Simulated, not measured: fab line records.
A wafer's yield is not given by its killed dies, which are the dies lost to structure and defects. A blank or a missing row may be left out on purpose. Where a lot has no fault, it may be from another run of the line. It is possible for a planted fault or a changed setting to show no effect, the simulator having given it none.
What tool caused it? || flow rit-cmos || 21 wafers from 7 lots sampled at 2 of the route's 202 steps

## WHAT THE GAUGES SHOWED, per wafer
RIT_SDANNEAL_RS_MEAS_04: a four-point-probe measurement.
{"lot": "L541", "measured": "day 3 08:08", "on": "film-metro-02", "PSD_RS (ohm/sq)": "115.4 115.8 115.5"}
{"lot": "L543", "measured": "day 3 22:26", "on": "film-metro-04", "PSD_RS (ohm/sq)": "115.7 116.2 116.1"}
{"lot": "L545", "measured": "day 4 08:22", "on": "film-metro-02", "PSD_RS (ohm/sq)": "115.8 116.0 116.1"}
{"lot": "L548", "measured": "day 4 19:56", "on": "film-metro-01", "PSD_RS (ohm/sq)": "116.3 116.3 116.6"}
{"lot": "L550", "measured": "day 5 07:58", "on": "film-metro-02", "PSD_RS (ohm/sq)": "114.0 113.7 113.3"}
{"lot": "L559", "measured": "day 7 06:25", "on": "film-metro-01", "PSD_RS (ohm/sq)": "116.1 116.1 115.9"}
{"lot": "L563", "measured": "day 8 03:36", "on": "film-metro-02", "PSD_RS (ohm/sq)": "115.3 115.7 115.4"}

## TOOL THAT RAN EACH LOT (tool first, then ch and the chambers of the sampled wafers, then the start)
{"lot": "L541", "RIT_SDANNEAL_RTA_03": "rtp-anneal-02 ch 0, day 3 08:05"}
{"lot": "L543", "RIT_SDANNEAL_RTA_03": "rtp-anneal-02 ch 0, day 3 22:21"}
{"lot": "L545", "RIT_SDANNEAL_RTA_03": "rtp-anneal-02 ch 0, day 4 08:17"}
{"lot": "L548", "RIT_SDANNEAL_RTA_03": "rtp-anneal-01 ch 0, day 4 19:52"}
{"lot": "L550", "RIT_SDANNEAL_RTA_03": "rtp-anneal-01 ch 0, day 5 07:53"}
{"lot": "L559", "RIT_SDANNEAL_RTA_03": "rtp-anneal-02 ch 0, day 7 06:21"}
{"lot": "L563", "RIT_SDANNEAL_RTA_03": "rtp-anneal-02 ch 0, day 8 03:32"}
- RIT_SDANNEAL_RTA_03: time 5 s.

## THE ANSWER, worked out from the rows above alone
Rule: usual is defined by the lots themselves. The widest of any qualifying gaps counts: lots, ordered by their means at a reading, are off when they make up no more than a third of the lots, leave a main group of 4 or more, and stand apart from it by 3 or more times the standard deviation of that group's means. A main group whose means are all the same, to the digits that the tables above print for the reading, isn't used. Also off: a lot with no number at a reading for which 4 or more lots have one. The other lots that the step has rows for count as sound.
Off: L550, seen at RIT_SDANNEAL_RS_MEAS_04 (PSD_RS). For the main group the mean is 115.9 ohm/sq and the standard deviation 0.31.
A tool fits if, at a process step before that reading, it ran every lot that is off, and no sound lot after the first of them. Gauges at RIT_SDANNEAL_RS_MEAS_04: tried the same way as those tools. One candidate fits, namely rtp-anneal-01 at RIT_SDANNEAL_RTA_03. A fault onset in the window from L548 (day 4 19:52, its last sound lot) to L550 (day 5 07:53, its first lot off) fits.

## WHAT THE SIMULATOR HAD INSERTED
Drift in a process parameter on rtp-anneal-01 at RIT_SDANNEAL_RTA_03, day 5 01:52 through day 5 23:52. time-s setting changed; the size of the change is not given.
Shown lots that were struck: L550. This agrees with what the rule above found.
